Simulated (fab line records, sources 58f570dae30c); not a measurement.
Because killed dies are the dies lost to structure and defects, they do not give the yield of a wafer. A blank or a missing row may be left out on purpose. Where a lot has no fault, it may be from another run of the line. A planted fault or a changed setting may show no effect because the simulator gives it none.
Split-lot trial + flow berkeley cmos170 + 23 wafers read from 5 lots, route of 331 steps

## THE SPLIT ITSELF
At UCB170_M1_SPUTTER_00 (material Al, target thk 600 nm, time 80 s), the setting time s was moved away from the recipe's 80 s on 8 of the 23 wafers read, by -14.7% to -8.0%. This setting was run at the recipe's value on the other wafers.

## FROM THE SPLIT TO THE READING: what the file shows between them, 6 steps
- UCB170_M1_RS_MEAS_01: measures by four-point-probe
- UCB170_M1_THK_MEAS_02: measures by xrf
- UCB170_M1_COAT_04: resist thk 900 nm (also split here: resist thk nm)
- UCB170_M1_SOFTBAKE_05: time 60 s
- UCB170_M1_EXPOSE_06: exposes mask METAL1, target cd 700 nm
- UCB170_M1_ETCH_11: etches BARC in N2/H2

## THE READING
oes product au, in a.u., at UCB170_M1_METAL_ETCH_12 (etches Al in Cl2/BCl3, stops on PSG, target depth 780 nm, time 130 s). Typical for fault-free wafers on this fab line: 0.865 a.u., with standard deviation 0.014 a.u.

| wafer  | tool, chamber at the split | time s as run, s | against the recipe | oes product au, a.u. | against lot-mates on the recipe |
|--------|----------------------------|------------------|--------------------|----------------------|---------------------------------|
| L078.3 | pvd sputter-01, -          | 80               | recipe             | 0.868                | -                               |
| L078.4 | pvd sputter-01, -          | 80               | recipe             | 0.868                | -                               |
| L078.5 | pvd sputter-01, -          | 80               | recipe             | 0.870                | -                               |
| L079.1 | pvd sputter-03, -          | 80               | recipe             | 0.872                | -                               |
| L079.2 | pvd sputter-03, -          | 80               | recipe             | 0.865                | -                               |
| L079.3 | pvd sputter-03, -          | 80               | recipe             | 0.867                | -                               |
| L079.4 | pvd sputter-03, -          | 80               | recipe             | 0.875                | -                               |
| L079.6 | pvd sputter-03, -          | 80               | recipe             | 0.882                | -                               |
| L080.1 | pvd sputter-01, -          | 69.03            | -13.7%             | 0.803                | -0.060                          |
| L080.2 | pvd sputter-01, -          | 69.03            | -13.7%             | 0.800                | -0.063                          |
| L080.3 | pvd sputter-01, -          | 80               | recipe             | 0.862                | -                               |
| L080.4 | pvd sputter-01, -          | 69.03            | -13.7%             | 0.799                | -0.064                          |
| L080.6 | pvd sputter-01, -          | 80               | recipe             | 0.864                | -                               |
| L085.1 | pvd sputter-04, -          | 68.24            | -14.7%             | 0.785                | -0.086                          |
| L085.2 | pvd sputter-04, -          | 80               | recipe             | 0.849                | -                               |
| L085.3 | pvd sputter-04, -          | 80               | recipe             | 0.869                | -                               |
| L085.5 | pvd sputter-04, -          | 80               | recipe             | 0.894                | -                               |
| L085.6 | pvd sputter-04, -          | 68.24            | -14.7%             | 0.773                | -0.098                          |
| L082.1 | pvd sputter-03, -          | 73.59            | -8.0%              | 0.834                | -0.009                          |
| L082.2 | pvd sputter-03, -          | 80               | recipe             | 0.849                | -                               |
| L082.3 | pvd sputter-03, -          | 73.59            | -8.0%              | 0.824                | -0.019                          |
| L082.4 | pvd sputter-03, -          | 80               | recipe             | 0.837                | -                               |
| L082.6 | pvd sputter-03, -          | 73.59            | -8.0%              | 0.805                | -0.038                          |

FIT RESULTS
A straight line over all 23 wafers: oes product au changes by +0.00532 a.u. for each +1% of time s; r = +0.93; the points scatter about the line by 0.013 a.u.
The same after taking each lot's own level away (the mean of its wafers on the recipe; 23 wafers): +0.00499 a.u. for each +1%; r = +0.92; scatter 0.013 a.u.
According to that fit, moving time s by its largest amount changes the reading by 0.073 a.u.
The lots' own levels span 0.8430 to 0.8722 a.u., that is 2.1 times the standard deviation above.
The two slopes agree, so the slope changes little with the lot-to-lot level.
Check: for one of the wafers moved furthest among these (-14.7%), held out of the fit, the line's prediction against its lot-mates is -0.0687 a.u. It came out at -0.0857 a.u. against them.

## ADDITIONAL SPLITS CARRIED BY THESE WAFERS
Note: prior to the reading, these wafers also went through further splits. Each is held against what the fit with the lots' levels taken away leaves over:
| other split on the same wafers   | wafers away from the commonest value | r with oes product au (lot level and that fit taken away) |
|----------------------------------|--------------------------------------|-----------------------------------------------------------|
| UCB170_CONTACT_EXPOSE_12 dose mj | 7                                    | +0.23                                                     |
| UCB170_M1_COAT_04 resist thk nm  | 12                                   | +0.44                                                     |

## THE WHOLE CHAIN: every reading that the file lists as answering this split, in the file's order
| step                    | what it does                                                         | reading                                                                     | change (the file's fit)                   | r (the file's) |
|-------------------------|----------------------------------------------------------------------|-----------------------------------------------------------------------------|-------------------------------------------|----------------|
| UCB170_M1_SPUTTER_00    | material Al, target thk 600 nm, time 80 s                            | Al_of_M1_SPUTTER_00.thk nm (the simulator's own value, which no gauge read) | +6.23 nm for each +1% of the setting      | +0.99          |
| UCB170_M1_RS_MEAS_01    | measures by four-point-probe                                         | M1_AL_RS                                                                    | -0.000603 for each +1% of the setting     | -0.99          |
| UCB170_M1_THK_MEAS_02   | measures by xrf                                                      | M1_AL_THK                                                                   | +6.14 for each +1% of the setting         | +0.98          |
| UCB170_M1_METAL_ETCH_12 | etches Al in Cl2/BCl3, stops on PSG, target depth 780 nm, time 130 s | oes product au                                                              | +0.00507 a.u. for each +1% of the setting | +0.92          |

## THE FILE'S OWN FIT
oes product au changes by +0.00507 a.u. for each +1% of time s, r = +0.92.
